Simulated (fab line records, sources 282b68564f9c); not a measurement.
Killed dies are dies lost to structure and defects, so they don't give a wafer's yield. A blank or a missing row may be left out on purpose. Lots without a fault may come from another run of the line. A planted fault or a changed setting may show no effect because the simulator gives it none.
A struck lot beside a sound one | flow rit_cmos | 21 steps out of a route of 202
Sound: wafers L465.2, L465.3, L465.6. Struck: wafers L472.1, L472.3, L472.4. The cause comes at the end.
At each step with rows: each side's tool, then ch and its chambers, then its first start. Under that, the readings that differ: sound wafers | struck wafers | difference of the means | sigmas: that difference in standard deviations of wafers without a fault.
alike: readings whose means differ by less than 2 such deviations, and words and numbers that are the same on both sides. not compared: withheld readings, readings that some wafer has no value for, bounds like >300 that may hide the same value, and numbers for which the record gives no deviation and whose values overlap.
The two part at a step that has a row with sigmas, a row that says differs or no value, or rows on one side only. Numbers that don't overlap but have no deviation are shown without sigmas and don't part them. A reading that every wafer of one side lacks parts them only if that side has two wafers or more.

first, 2 steps without rows for these wafers: RIT_NSD_HARDBAKE_07 (time 60 s); RIT_NSD_IMPLANT_08.
RIT_NSD_STRIP_09: strips in O2, time 180 s.
  sound on plasma_asher-02 ch 0,1, day 3 21:59; struck on plasma_asher-04 ch 0,1, day 5 11:02
  alike: drypump_motor_current_A
  not compared: rf_hours_counter_h
RIT_NSD_TW_MEAS_10:
  sound on film_metro-01, day 3 22:10; struck on film_metro-04, day 5 11:13
  reading | sound          | struck         | difference | sigmas
  NSD_TW  | 3065 3054 3071 | 3141 3150 3125 | +75        | +3
then, 6 steps without rows for these wafers: RIT_PSD_HMDS_00 (prime time 60 s); RIT_PSD_COAT_01 (resist thk 1000 nm); RIT_PSD_SOFTBAKE_02 (time 60 s); RIT_PSD_EXPOSE_03 (exposes mask M10, target cd 40900 nm); RIT_PSD_PEB_04; RIT_PSD_DEVELOP_05 (develop time 50 s).
RIT_PSD_OVL_MEAS_06:
  sound on overlay-01, day 3 23:12; struck on overlay-02, day 5 12:07
  alike: PSD_OVL
then, 1 step without rows for these wafers: RIT_PSD_HARDBAKE_07 (time 60 s).
RIT_PSD_IMPLANT_08:
  sound on implanter-04 ch 0, day 3 23:25; struck on implanter-02 ch 0, day 5 12:19
  reading            | sound                     | struck                        | difference | sigmas
  beam_on_s (s)      | 12.1 11.7 11.9            | 10.3 9.7 10.1                 | -1.9       | -2
  dose_ions_cm2      | 4.991e+15 5e+15 4.996e+15 | 2.792e+15 2.802e+15 2.803e+15 | -2.197e+15 | -99 or more
  faraday_current_uA | 12678 13124 12897         | 8398 8910 8601                | -4263      | -5
RIT_PSD_STRIP_09: strips in O2, time 180 s.
  sound on plasma_asher-03 ch 1, day 3 23:32; struck on plasma_asher-03 ch 0,1, day 5 12:28
  alike: drypump_motor_current_A
  not compared: rf_hours_counter_h
RIT_PSD_TW_MEAS_10:
  sound on film_metro-04, day 3 23:43; struck on film_metro-04, day 5 12:52
  reading | sound          | struck         | difference | sigmas
  PSD_TW  | 3443 3451 3471 | 3232 3244 3254 | -212       | -8
  not compared: hold
then, 2 steps without rows for these wafers: RIT_SDANNEAL_CLEAN_01 (cleans in dHF, time 30 s); RIT_SDANNEAL_CLEAN_02 (cleans in SC2, time 600 s).
RIT_SDANNEAL_RTA_03: time 5.222 s.
  sound on rtp_anneal-02 ch 0, day 4 00:09; struck on rtp_anneal-01 ch 0, day 5 18:08
  alike: ramp_down_c_per_s, wafer_temp_C_max
RIT_SDANNEAL_RS_MEAS_04: measures by four-point-probe.
  sound on film_metro-03, day 4 00:16; struck on film_metro-04, day 5 18:35
  reading         | sound             | struck            | difference | sigmas
  PSD_RS (ohm/sq) | 114.5 115.0 115.0 | 122.8 122.6 122.5 | +7.8       | +21
  not compared: hold
RIT_SDANNEAL_RS_MEAS_05: measures by four-point-probe.
  sound on film_metro-03, day 4 00:23; struck on film_metro-04, day 6 01:52
  reading | sound | struck                                                                     | difference                   | sigmas
  hold    | - - - | await_dispo/7.2h/release await_dispo/7.2h/release await_dispo/7.2h/release | no value on the sound wafers |
  alike: NSD_RS
RIT_M1_PROBE_99:
  sound on prober-01, day 4 08:01; struck on prober-01, day 6 09:01
  alike: killed_at_contacts, killed_at_front_end, killed_dies, killed_open, killed_short

WHERE THEY PART
First at RIT_NSD_TW_MEAS_10; last, within this record, at RIT_SDANNEAL_RS_MEAS_05. Later steps at which nothing parts them and some readings are alike: RIT_M1_PROBE_99.

WHY: what the simulator had put in
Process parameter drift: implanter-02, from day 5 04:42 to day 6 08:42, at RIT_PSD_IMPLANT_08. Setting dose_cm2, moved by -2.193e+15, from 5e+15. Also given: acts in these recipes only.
